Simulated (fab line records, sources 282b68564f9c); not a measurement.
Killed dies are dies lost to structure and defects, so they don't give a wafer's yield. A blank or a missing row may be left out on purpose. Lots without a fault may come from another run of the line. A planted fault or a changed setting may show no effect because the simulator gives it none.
Chamber matching | flow rit_cmos | RIT_GATE_ETCH_19 on rie_si-01: 4 sister chambers
The step etches poly-Si in SF6/CHF3/O2, stops on SiO2, time 165 s, target depth 312.5 nm. 8 wafers are shown with their chamber, then 8 later ones without.

WAFERS WITH THEIR CHAMBER
wafer  | chamber | throttle_valve_pct (%) | drypump_motor_current_A (A)
L289.3 | 0       | 10.36                  | 6.0
L291.1 | 0       | 10.39                  | 6.1
L293.5 | 2       | 10.24                  | 6.3
L293.6 | 1       | 10.16                  | 4.8
L295.1 | 2       | 10.24                  | 6.3
L295.2 | 1       | 10.15                  | 4.9
L295.6 | 3       | 9.95                   | 5.8
L297.1 | 3       | 9.94                   | 5.8

WAFERS WITHOUT THEIR CHAMBER
wafer  | throttle_valve_pct (%) | drypump_motor_current_A (A)
L297.4 | 10.15                  | 4.8
L297.6 | 10.13                  | 4.8
L303.3 | 9.95                   | 5.8
L303.4 | 10.14                  | 4.9
L303.5 | 10.14                  | 4.8
L307.1 | 10.39                  | 6.1
L307.2 | 10.15                  | 4.9
L307.5 | 10.39                  | 6.1

WHICH CHAMBER EACH WENT THROUGH
wafer  | from the rows above | in truth
L297.4 | 1                   | 1
L297.6 | 1                   | 1
L303.3 | 3                   | 3
L303.4 | 1                   | 1
L303.5 | 1                   | 1
L307.1 | 0                   | 0
L307.2 | 1                   | 1
L307.5 | 0                   | 0
Placed correctly: 8 of 8. Can't be placed from these rows: 0. Placed wrongly: 0.
How it was worked out, from the rows above alone: a wafer's distance from a chamber is the root of the sum, over the readings, of the square of ((its reading less the chamber's mean) divided by the reading's scatter). The wafer belongs to the nearest chamber; if the next one is less than 2 further off, it can't be placed. A chamber's mean is the mean of its shown wafers. The scatter: the root of (the sum of the squares of (reading less its chamber's mean) over the shown wafers, divided by (wafers less chambers)).
